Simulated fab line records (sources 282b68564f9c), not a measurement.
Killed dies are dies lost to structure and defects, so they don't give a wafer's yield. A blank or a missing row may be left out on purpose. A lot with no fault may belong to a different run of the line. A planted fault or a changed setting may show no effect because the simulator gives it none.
What tool caused it? | flow rit_cmos | 42 wafers from 14 lots sampled at 4 of the route's 202 steps

== WHAT EACH GAUGE READ, for each wafer ==
RIT_SILICIDE_RS_MEAS_02: a four-point-probe measurement.
lot  | measured    | on            | SILICIDE_TI_RS (ohm/sq)
L552 | day 3 04:16 | film_metro-01 | 48.7 47.0 47.1
L555 | day 3 21:58 | film_metro-01 | 48.5 48.8 48.7
L556 | day 4 00:31 | film_metro-01 | 48.4 47.3 48.5
L558 | day 4 10:10 | film_metro-01 | 46.7 47.4 48.0
L560 | day 4 19:56 | film_metro-04 | 49.5 49.3 48.8
L562 | day 5 05:05 | film_metro-04 | 48.5 47.2 48.4
L563 | day 5 14:10 | film_metro-04 | 49.2 48.7 48.7
L565 | day 6 01:09 | film_metro-04 | 47.9 47.6 47.8
L566 | day 6 04:00 | film_metro-04 | 49.2 48.6 49.2
L567 | day 6 07:41 | film_metro-04 | 48.6 48.3 47.5
L568 | day 6 11:28 | film_metro-01 | 49.0 48.4 49.1
L571 | day 7 03:33 | film_metro-04 | 47.9 49.0 47.8
L573 | day 7 16:20 | film_metro-03 | 47.4 47.3 47.4
L575 | day 8 03:13 | film_metro-03 | 46.9 46.9 47.7

RIT_M1_RS_MEAS_01: a four-point-probe measurement.
lot  | measured    | on            | M1_AL_RS (ohm/sq)
L552 | day 3 07:18 | film_metro-03 | 0.0763 0.0750 0.0747
L555 | day 4 00:59 | film_metro-02 | 0.0754 0.0768 0.0767
L556 | day 4 03:23 | film_metro-01 | 0.0762 0.0744 0.0761
L558 | day 4 13:12 | film_metro-03 | 0.0732 0.0745 0.0743
L560 | day 4 23:00 | film_metro-03 | 0.0674 0.0661 0.0664
L562 | day 5 08:11 | film_metro-01 | 0.0661 0.0678 0.0670
L563 | day 5 17:11 | film_metro-01 | 0.0749 0.0747 0.0746
L565 | day 6 04:11 | film_metro-02 | 0.0737 0.0751 0.0760
L566 | day 6 07:14 | film_metro-01 | 0.0753 0.0752 0.0741
L567 | day 6 10:33 | film_metro-03 | 0.0753 0.0743 0.0743
L568 | day 6 14:23 | film_metro-02 | 0.0743 0.0755 0.0756
L571 | day 7 06:33 | film_metro-02 | 0.0739 0.0738 0.0741
L573 | day 7 19:33 | film_metro-01 | 0.0747 0.0747 0.0766
L575 | day 8 06:17 | film_metro-02 | 0.0738 0.0740 0.0727

RIT_M1_THK_MEAS_02: measures by xrf.
lot  | measured    | on            | M1_AL_THK (nm)
L552 | day 3 07:25 | film_metro-03 | 380 382 388
L555 | day 4 01:07 | film_metro-02 | 386 381 381
L556 | day 4 03:31 | film_metro-01 | 383 392 383
L558 | day 4 13:19 | film_metro-03 | 396 391 391
L560 | day 4 23:06 | film_metro-03 | 428 438 435
L562 | day 5 08:17 | film_metro-01 | 439 432 435
L563 | day 5 17:18 | film_metro-01 | 389 388 393
L565 | day 6 04:18 | film_metro-02 | 394 385 380
L566 | day 6 07:21 | film_metro-01 | 388 389 393
L567 | day 6 10:40 | film_metro-03 | 386 388 392
L568 | day 6 14:30 | film_metro-02 | 388 386 381
L571 | day 7 06:40 | film_metro-02 | 395 392 393
L573 | day 7 19:40 | film_metro-01 | 390 387 379
L575 | day 8 06:25 | film_metro-02 | 395 394 402

== WHAT TOOL EACH LOT RAN ON (gives the tool, then ch and the chambers of the sampled wafers, and finally the start) ==
lot  | RIT_M1_SPUTTER_00
L552 | pvd_sputter-01, day 3 06:59
L555 | pvd_sputter-04, day 4 00:42
L556 | pvd_sputter-01, day 4 03:06
L558 | pvd_sputter-01, day 4 12:53
L560 | pvd_sputter-01, day 4 22:40
L562 | pvd_sputter-01, day 5 07:50
L563 | pvd_sputter-02, day 5 16:53
L565 | pvd_sputter-02, day 6 03:53
L566 | pvd_sputter-04, day 6 06:53
L567 | pvd_sputter-02, day 6 10:14
L568 | pvd_sputter-02, day 6 14:03
L571 | pvd_sputter-04, day 7 06:15
L573 | pvd_sputter-04, day 7 19:16
L575 | pvd_sputter-04, day 8 05:59
- RIT_M1_SPUTTER_00: material Al, target thk 400 nm, time 487 s.

== WHAT THE TOOLS THEMSELVES READ (means of the sampled wafers that have a number; where no wafer has one, the mark that the record gives instead) ==
RIT_M1_SPUTTER_00.
lot  | tool           | throttle_valve_pct (%)
L552 | pvd_sputter-01 | 28.8
L555 | pvd_sputter-04 | 30.7
L556 | pvd_sputter-01 | 29.2
L558 | pvd_sputter-01 | 29.9
L560 | pvd_sputter-01 | 29.8
L562 | pvd_sputter-01 | 30.0
L563 | pvd_sputter-02 | 30.5
L565 | pvd_sputter-02 | 29.0
L566 | pvd_sputter-04 | 29.8
L567 | pvd_sputter-02 | 30.0
L568 | pvd_sputter-02 | 29.6
L571 | pvd_sputter-04 | 30.8
L573 | pvd_sputter-04 | 30.2
L575 | pvd_sputter-04 | 30.2

== THE ANSWER, worked out from the rows above alone ==
Rule: the lots themselves supply what counts as usual. The widest of any qualifying gaps counts: lots, ordered by their means at a reading, are off when they make up no more than a third of the lots, leave a main group of 4 or more, and stand apart from it by 3 or more times the standard deviation of that group's means. A main group is skipped when, at the precision printed for the reading in the tables above, its means are all equal. A lot without any number at a reading at which 4 lots or more have one is off too. The other lots that the step has rows for count as sound. Order of review: gauges by route order, followed by the tools' own readings, for which a lot's mean as printed above is used. At the first step where some lot is off, the reading lying furthest off is the one used; lots without a number count as furthest.
Off: L560, L562, at RIT_M1_RS_MEAS_01 (M1_AL_RS). The main group has a mean of 0.0749 ohm/sq with a standard deviation of 0.00074.
If a tool, at a process step before that reading, ran all the lots that are off and no sound lot after the first of them, it fits. Those tools and the gauges at RIT_M1_RS_MEAS_01 are tried in the same way. One candidate fits, namely pvd_sputter-01 at RIT_M1_SPUTTER_00. A fault onset in the window from L558 (day 4 12:53, its last sound lot) to L560 (day 4 22:40, its first lot off) fits.

== WHAT THE SIMULATOR PUT IN ==
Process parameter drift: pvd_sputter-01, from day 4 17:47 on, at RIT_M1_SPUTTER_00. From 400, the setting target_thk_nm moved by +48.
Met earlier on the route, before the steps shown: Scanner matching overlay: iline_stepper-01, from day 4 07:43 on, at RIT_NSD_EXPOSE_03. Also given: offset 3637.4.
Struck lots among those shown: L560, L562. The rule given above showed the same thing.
